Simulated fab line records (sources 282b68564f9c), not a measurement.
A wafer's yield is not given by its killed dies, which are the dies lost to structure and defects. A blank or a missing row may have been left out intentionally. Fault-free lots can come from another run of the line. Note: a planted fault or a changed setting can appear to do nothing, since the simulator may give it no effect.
A struck lot beside a sound one / flow rit_cmos / 17 out of 202 route steps
Sound: wafers L937.2, L937.5, L937.6. Wafers L951.3, L951.4, L951.6 were the ones struck. The cause comes at the end.
At each step with rows: each side's tool, then ch and its chambers, then its first start. Under that, the readings that differ: sound wafers / struck wafers / difference of the means / sigmas: that difference in standard deviations of wafers without a fault.
alike: readings whose means differ by less than 2 such deviations, and words and numbers that are the same on both sides. not compared: withheld readings, readings that some wafer has no value for, bounds like >300 that may hide the same value, and numbers for which the record gives no deviation and whose values overlap.
A row with sigmas, a row that says differs or no value, or rows on one side alone: a step with any of these is where the two part. Numbers that don't overlap but have no deviation are shown without sigmas and don't part them. A reading missing from all wafers of one side parts the sides only when that side holds two or more wafers.

first, 2 steps without rows for these wafers: RIT_NRETRO_HARDBAKE_07 (time 120 s); RIT_NRETRO_IMPLANT_08.
RIT_NRETRO_STRIP_09: strips in O2, time 180 s.
  sound on plasma_asher-04 ch 0,1, day 2 21:10; struck on plasma_asher-04 ch 0,1, day 5 14:31
  alike: drypump_motor_current_A
  not compared: rf_hours_counter_h
RIT_NRETRO_TW_MEAS_10:
  sound on film_metro-03, day 2 21:21; struck on film_metro-01, day 5 14:39
  alike: NRETRO_TW
then, 6 steps without rows for these wafers: RIT_PRETRO_HMDS_00 (prime time 60 s); RIT_PRETRO_COAT_01 (resist thk 1300 nm); RIT_PRETRO_SOFTBAKE_02 (time 60 s); RIT_PRETRO_EXPOSE_03 (exposes mask M5, target cd 43700 nm); RIT_PRETRO_PEB_04; RIT_PRETRO_DEVELOP_05 (develop time 68 s).
RIT_PRETRO_OVL_MEAS_06:
  sound on overlay-01, day 2 22:17; struck on overlay-02, day 5 15:35
  alike: PRETRO_OVL
then, 1 step without rows for these wafers: RIT_PRETRO_HARDBAKE_07 (time 120 s).
RIT_PRETRO_IMPLANT_08:
  sound on implanter-01 ch 0, day 2 22:35; struck on implanter-03 ch 0, day 5 15:54
reading=dose_ions_cm2; sound=1.1983e+13 1.1996e+13 1.1967e+13; struck=1.6329e+13 1.6348e+13 1.6315e+13; difference=+4.3487e+12; sigmas=+99 or more
reading=faraday_current_uA; sound=37.8 38.4 39.4; struck=50.3 51.5 52.2; difference=+12.8; sigmas=+17
RIT_PRETRO_STRIP_09: strips in O2, time 180 s.
  sound on plasma_asher-02 ch 0,1, day 2 22:43; struck on plasma_asher-04 ch 0,1, day 5 16:04
  alike: drypump_motor_current_A
  not compared: rf_hours_counter_h
RIT_PRETRO_TW_MEAS_10:
  sound on film_metro-01, day 2 22:54; struck on film_metro-04, day 5 16:12
reading=PRETRO_TW; sound=474 474 476; struck=526 527 526; difference=+52; sigmas=+17
then, 1 step without rows for these wafers: RIT_GATE_WET_ETCH_00 (etches SiO2 in BOE, target depth 56 nm, time 60 s).
RIT_M1_PROBE_99:
  sound on prober-01, day 4 05:08; struck on prober-01, day 6 18:46
reading=model.etest.nmos_0p3.r_on_ohm_um; sound=2143 2108 2117; struck=2251 2262 2255; difference=+133; sigmas=
reading=model.etest.nmos_turned.drive_ua_um; sound=350.3 344 362.9; struck=280.5 284.3 291.1; difference=-67.1; sigmas=
reading=model.etest.nmos_0p15.drive_ua_um; sound=492.1 487.3 507; struck=413.8 420.8 432.1; difference=-73.2; sigmas=
reading=model.etest.nmos_0p3.drive_ua_um; sound=225.4 227.1 232.4; struck=196.4 202.2 200.6; difference=-28.6; sigmas=
reading=model.etest.nmos_narrow.drive_ua_um; sound=222.8 227.3 232; struck=201.3 207.6 205.7; difference=-22.5; sigmas=
reading=model.etest.nmos_0p15.off_log10_a_um; sound=-9.738 -9.798 -9.389; struck=-11.46 -11.45 -11.14; difference=-1.71; sigmas=
reading=model.etest.retro_edge_nmos.off_log10_a_um; sound=-9.606 -9.605 -9.134; struck=-11.33 -11.25 -10.96; difference=-1.73; sigmas=
reading=model.etest.diode_nplus_pwell.bv_v (V); sound=6.015 5.973 6.061; struck=5.733 5.707 5.718; difference=-0.297; sigmas=
  alike: killed_at_front_end, killed_dies, killed_open, killed_short

WHERE THEY PART
First at RIT_PRETRO_IMPLANT_08; last, within this record, at RIT_PRETRO_TW_MEAS_10. Later steps at which nothing parts them and some readings are alike: RIT_M1_PROBE_99.

WHY: the cause the simulator had injected
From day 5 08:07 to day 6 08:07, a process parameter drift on implanter-03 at RIT_PRETRO_IMPLANT_08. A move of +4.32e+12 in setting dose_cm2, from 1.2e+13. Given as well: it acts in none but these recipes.
